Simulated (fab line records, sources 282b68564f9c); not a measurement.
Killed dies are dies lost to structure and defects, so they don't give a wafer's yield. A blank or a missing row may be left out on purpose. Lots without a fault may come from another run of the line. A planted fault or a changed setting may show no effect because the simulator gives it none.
Split-lot experiment | flow rit_cmos | 5 lots, 23 wafers read, on a route of 202 steps

THE SPLIT
At RIT_NWELL_COAT_01 (resist thk 1300 nm), the setting spin_rpm was moved away from the recipe's 2000 rpm on 12 of the 23 wafers read, by -5.2% to +5.6%. The other wafers ran this setting at the recipe's value.

FROM THE SPLIT TO THE READING: what the file shows between them, 3 steps
- RIT_NWELL_SOFTBAKE_02: time 62.15 s
- RIT_NWELL_EXPOSE_03: exposes mask M2, target cd 43900 nm
- RIT_NWELL_DEVELOP_05: develop time 68 s

THE READING
NOVOLAK_of_NWELL_COAT_01.thk_nm (the simulator's own value, which no gauge read), in nm, at RIT_NWELL_HARDBAKE_07 (time 120 s). The file gives no usual value for it. The 11 wafers here that ran the recipe average 1135 nm, standard deviation 3.1 nm.

wafer  | tool, chamber at the split | spin_rpm as run, rpm | against the recipe | NOVOLAK_of_NWELL_COAT_01.thk_nm, nm | against lot-mates on the recipe
L077.2 | litho_track-01, 0          | 1938                 | -3.1%              | 1157                                | +18
L077.3 | litho_track-01, 0          | 2000                 | recipe             | 1138                                | -
L077.4 | litho_track-01, 0          | 1938                 | -3.1%              | 1156                                | +17
L077.5 | litho_track-01, 0          | 1938                 | -3.1%              | 1155                                | +16
L077.6 | litho_track-01, 0          | 2000                 | recipe             | 1140                                | -
L078.1 | litho_track-04, 0          | 2000                 | recipe             | 1134                                | -
L078.3 | litho_track-04, 0          | 1896                 | -5.2%              | 1164                                | +31
L078.4 | litho_track-04, 0          | 2000                 | recipe             | 1132                                | -
L078.5 | litho_track-04, 0          | 1896                 | -5.2%              | 1160                                | +27
L078.6 | litho_track-04, 0          | 1896                 | -5.2%              | 1165                                | +32
L080.2 | litho_track-04, 0          | 2113                 | +5.6%              | 1104                                | -28
L080.3 | litho_track-04, 0          | 2113                 | +5.6%              | 1104                                | -28
L080.4 | litho_track-04, 0          | 2000                 | recipe             | 1130                                | -
L080.5 | litho_track-04, 0          | 2000                 | recipe             | 1133                                | -
L080.6 | litho_track-04, 0          | 2113                 | +5.6%              | 1108                                | -24
L081.1 | litho_track-04, 0          | 2000                 | recipe             | 1133                                | -
L081.2 | litho_track-04, 0          | 1942                 | -2.9%              | 1149                                | +14
L081.3 | litho_track-04, 0          | 1942                 | -2.9%              | 1152                                | +18
L081.4 | litho_track-04, 0          | 2000                 | recipe             | 1136                                | -
L081.6 | litho_track-04, 0          | 1942                 | -2.9%              | 1151                                | +16
L083.4 | litho_track-03, 0          | 2000                 | recipe             | 1134                                | -
L083.5 | litho_track-03, 0          | 2000                 | recipe             | 1138                                | -
L083.6 | litho_track-03, 0          | 2000                 | recipe             | 1139                                | -

THE FIT
A straight line over all 23 wafers: NOVOLAK_of_NWELL_COAT_01.thk_nm changes by -5.45 nm for each +1% of spin_rpm; r = -0.99; the points scatter about the line by 2.9 nm.
The same after taking each lot's own level away (the mean of its wafers on the recipe; 23 wafers): -5.16 nm for each +1%; r = -0.99; scatter 2.1 nm.
On that fit, the largest move of spin_rpm shifts the reading by 29 nm.
The lots' own levels span 1131.5 to 1139.0 nm, that is 2.4 times the standard deviation above.
So the lot-to-lot level changes the slope little: the two slopes agree.
Check: with one of the wafers moved furthest among these (+5.6%) left out of the fit, the line predicts -28.2 nm for it against its lot-mates. It came out at -27.5 nm against them.

OTHER SPLITS ON THESE WAFERS
These wafers also went through other splits before the reading. Each is held against what the fit with the lots' levels taken away leaves over:
other split on the same wafers   | wafers away from the commonest value | r with NOVOLAK_of_NWELL_COAT_01.thk_nm (lot level and that fit taken away)
RIT_ACTIVE_OXIDATION_01 temp_c   | 13                                   | +0.22
RIT_ACTIVE_COAT_06 resist_thk_nm | 9                                    | -0.04
RIT_ACTIVE_HARDBAKE_12 temp_c    | 9                                    | +0.00

THE WHOLE CHAIN: every reading that the file lists as answering this split, in the file's order
step                  | what it does       | reading                                                                          | change (the file's fit)              | r (the file's)
RIT_NWELL_COAT_01     | resist thk 1300 nm | NOVOLAK_of_NWELL_COAT_01.thk_nm (the simulator's own value, which no gauge read) | -6 nm for each +1% of the setting    | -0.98
RIT_NWELL_HARDBAKE_07 | time 120 s         | NOVOLAK_of_NWELL_COAT_01.thk_nm (the simulator's own value, which no gauge read) | -5.17 nm for each +1% of the setting | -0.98

THE FILE'S OWN FIT
NOVOLAK_of_NWELL_COAT_01.thk_nm changes by -5.17 nm for each +1% of spin_rpm, r = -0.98.
